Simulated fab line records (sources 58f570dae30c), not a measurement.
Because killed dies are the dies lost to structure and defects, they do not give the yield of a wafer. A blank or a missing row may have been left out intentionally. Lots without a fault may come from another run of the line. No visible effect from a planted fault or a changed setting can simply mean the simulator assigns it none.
Lot-split experiment    flow berkeley_cmos170    on a route of 331 steps: 5 lots, 23 wafers read

== ABOUT THE SPLIT ==
At UCB170_NVT_IMPLANT_07, the setting energy_kev was moved away from the recipe's 50 on 8 of the 23 wafers read, by -5.8% to +5.6%. The other wafers ran this setting at the recipe's value.

The reading comes from the split's own step.

== THE READING ==
The simulator's own value implant.drp_nm, read by no gauge, in nm at UCB170_NVT_IMPLANT_07. No usual value for it is given in the file.

wafer   tool, chamber at the split  energy_kev as run  against the recipe  implant.drp_nm, nm  against lot-mates on the recipe
L075.1  implanter-04, 0             48.26              -3.5%               18.1                -0.47
L075.2  implanter-04, 0             48.26              -3.5%               18.1                -0.47
L075.4  implanter-04, 0             48.26              -3.5%               18.1                -0.47
L075.3  implanter-04, 0             50                 recipe              18.57               -
L075.6  implanter-04, 0             50                 recipe              18.57               -
L078.1  implanter-03, 0             50                 recipe              18.57               -
L078.2  implanter-03, 0             50                 recipe              18.57               -
L078.3  implanter-03, 0             50                 recipe              18.57               -
L078.5  implanter-03, 0             50                 recipe              18.57               -
L078.6  implanter-03, 0             50                 recipe              18.57               -
L080.1  implanter-03, 0             52.8               +5.6%               19.32               +0.75
L080.4  implanter-03, 0             52.8               +5.6%               19.32               +0.75
L080.2  implanter-03, 0             50                 recipe              18.57               -
L080.5  implanter-03, 0             50                 recipe              18.57               -
L080.6  implanter-03, 0             50                 recipe              18.57               -
L082.2  implanter-04, 0             50                 recipe              18.57               -
L082.3  implanter-04, 0             50                 recipe              18.57               -
L082.6  implanter-04, 0             50                 recipe              18.57               -
L085.2  implanter-04, 0             50                 recipe              18.57               -
L085.5  implanter-04, 0             50                 recipe              18.57               -
L085.3  implanter-04, 0             47.09              -5.8%               17.79               -0.78
L085.4  implanter-04, 0             47.09              -5.8%               17.79               -0.78
L085.6  implanter-04, 0             47.09              -5.8%               17.79               -0.78

FIT RESULTS
A straight line over all 23 wafers: implant.drp_nm changes by +0.134 nm for each +1% of energy_kev; r = +1.00; the points scatter about the line by 0.0012 nm.
The same after taking each lot's own level away (the mean of its wafers on the recipe; 23 wafers): +0.134 nm for each +1%; r = +1.00; scatter 0.0012 nm.
On that fit, the largest move of energy_kev shifts the reading by 0.78 nm.
The lots' own levels span 18.570 to 18.570 nm.
Hence the lot-to-lot level has little effect on the slope; both slopes agree.
Check: -0.781 nm against its lot-mates is what the line predicts for one of the wafers moved furthest among these (-5.8%) when that wafer is left out of the fit. It came out at -0.78 nm against them.

== THESE WAFERS: OTHER SPLITS ==
Before the reading, these wafers also passed through other splits. Each is held against what the fit with the lots' levels taken away leaves over:
other split on the same wafers       wafers away from the commonest value  r with implant.drp_nm (lot level and that fit taken away)
UCB170_START_OXIDATION_02 temp_c     18                                    +0.50
UCB170_NWELL_COAT_07 resist_thk_nm   11                                    +0.41
UCB170_NWELL_DEVELOP_11 dev_temp_c   6                                     +0.03
UCB170_PWELL_CVD_05 temp_c           10                                    +0.44
UCB170_PWELL_ETCH_14 time_s          9                                     -0.19
UCB170_ACTIVE_OXIDATION_02 temp_c    18                                    -0.51
UCB170_SCREENOX_OXIDATION_01 temp_c  10                                    -0.47

== THE WHOLE CHAIN: every reading that the file lists as answering this split, in the file's order ==
step                   what it does  reading                                                          change (the file's fit)                r (the file's)
UCB170_NVT_IMPLANT_07                implant.rp_nm (the simulator's own value, which no gauge read)   +0.373 nm for each +1% of the setting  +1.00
UCB170_NVT_IMPLANT_07                implant.drp_nm (the simulator's own value, which no gauge read)  +0.134 nm for each +1% of the setting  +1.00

== THE FILE'S OWN FIT ==
implant.drp_nm changes by +0.134 nm for each +1% of energy_kev, r = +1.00.
